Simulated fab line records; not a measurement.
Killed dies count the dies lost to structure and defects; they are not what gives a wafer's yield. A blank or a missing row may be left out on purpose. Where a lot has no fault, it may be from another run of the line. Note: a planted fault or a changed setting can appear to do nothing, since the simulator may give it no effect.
One fault seen from 2 desks / flow berkeley-cmos170 / only its own numbers are on each desk; what lay behind them is given at the end

## METROLOGY DESK
Lot by lot, what the gauges showed, no matter which tool ran the lot: averages of those sampled wafers that carry a number. If a lot's mean is further than 4 standard deviations from the usual mean, the lot is out of limits and carries the mark OUT (the distance appears in the brackets).
Columns: A = CONTACT_PSG_THK at UCB170_CONTACT_THK_MEAS_02, usual 701 nm
lot=L946; first seen here=day 7 00:29; A=704
lot=L947; first seen here=day 7 14:05; A=705
lot=L949; first seen here=day 8 07:23; A=707
lot=L951; first seen here=day 8 08:27; A=698
lot=L950; first seen here=day 8 08:28; A=709
lot=L953; first seen here=day 8 15:55; A=704
lot=L954; first seen here=day 8 23:49; A=689
lot=L958; first seen here=day 9 13:14; A=711
lot=L956; first seen here=day 9 14:16; A=702
lot=L959; first seen here=day 9 14:16; A=691
lot=L957; first seen here=day 9 15:00; A=697
lot=L966; first seen here=day 11 06:10; A=692
lot=L968; first seen here=day 11 13:22; A=627 (-9.9) OUT
lot=L969; first seen here=day 11 15:58; A=620 (-11) OUT
This desk's result: L968, L969 out of limits, first on L968 (CONTACT_PSG_THK at UCB170_CONTACT_THK_MEAS_02), day 11 13:22. Within limits: L946, L947, L949, L951, L950, L953, L954, L958, L956, L959, L957, L966.

## THE TOOL OWNER'S DESK: lpcvd-01
The tool's own readings at UCB170_CONTACT_CVD_01 (deposits PSG from SiH4/O2/PH3, target thk 700 nm, time 2820 s): means of the sampled wafers that have a number, for each lot that ran on this tool. If a lot's mean is further than 4 standard deviations from the usual mean, the lot is out of limits and carries the mark OUT (the distance appears in the brackets).
Columns: A = pressure-mtorr at UCB170_CONTACT_CVD_01, usual 299.9 mTorr
lot=L950; first seen here=day 8 06:39; A=299.7
lot=L951; first seen here=day 8 06:39; A=299.9
lot=L953; first seen here=day 8 14:07; A=299.6
lot=L954; first seen here=day 8 22:01; A=299.2
lot=L956; first seen here=day 9 12:28; A=299.8
lot=L959; first seen here=day 9 12:28; A=299.8
lot=L966; first seen here=day 11 04:22; A=300.6
lot=L968; first seen here=day 11 11:35; A=239.8 (-95) OUT
lot=L969; first seen here=day 11 14:11; A=239.6 (-96) OUT
Finding of this desk: L968, L969 out of limits; the first was L968 at day 11 11:35, on pressure-mtorr at UCB170_CONTACT_CVD_01. Within limits: L950, L951, L953, L954, L956, L959, L966.

## BROUGHT TOGETHER
On L968, L969, at day 11 11:35, an alarm was possible from the tool owner's desk.
An alarm was possible from the metrology desk at day 11 13:22, on L968, L969.
The lots listed all ran UCB170_CONTACT_CVD_01 on lpcvd-01.

## WHAT THE SIMULATOR PUT IN
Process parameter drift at UCB170_CONTACT_CVD_01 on lpcvd-01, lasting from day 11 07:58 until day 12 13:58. From 300, the setting pressure-mtorr moved by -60. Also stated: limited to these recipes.
Shown lots that were struck: L968, L969.
Delay (hours) between the fault's onset and each desk's first out-of-limits reading: 4 at the tool owner's desk, 5 at the metrology desk.
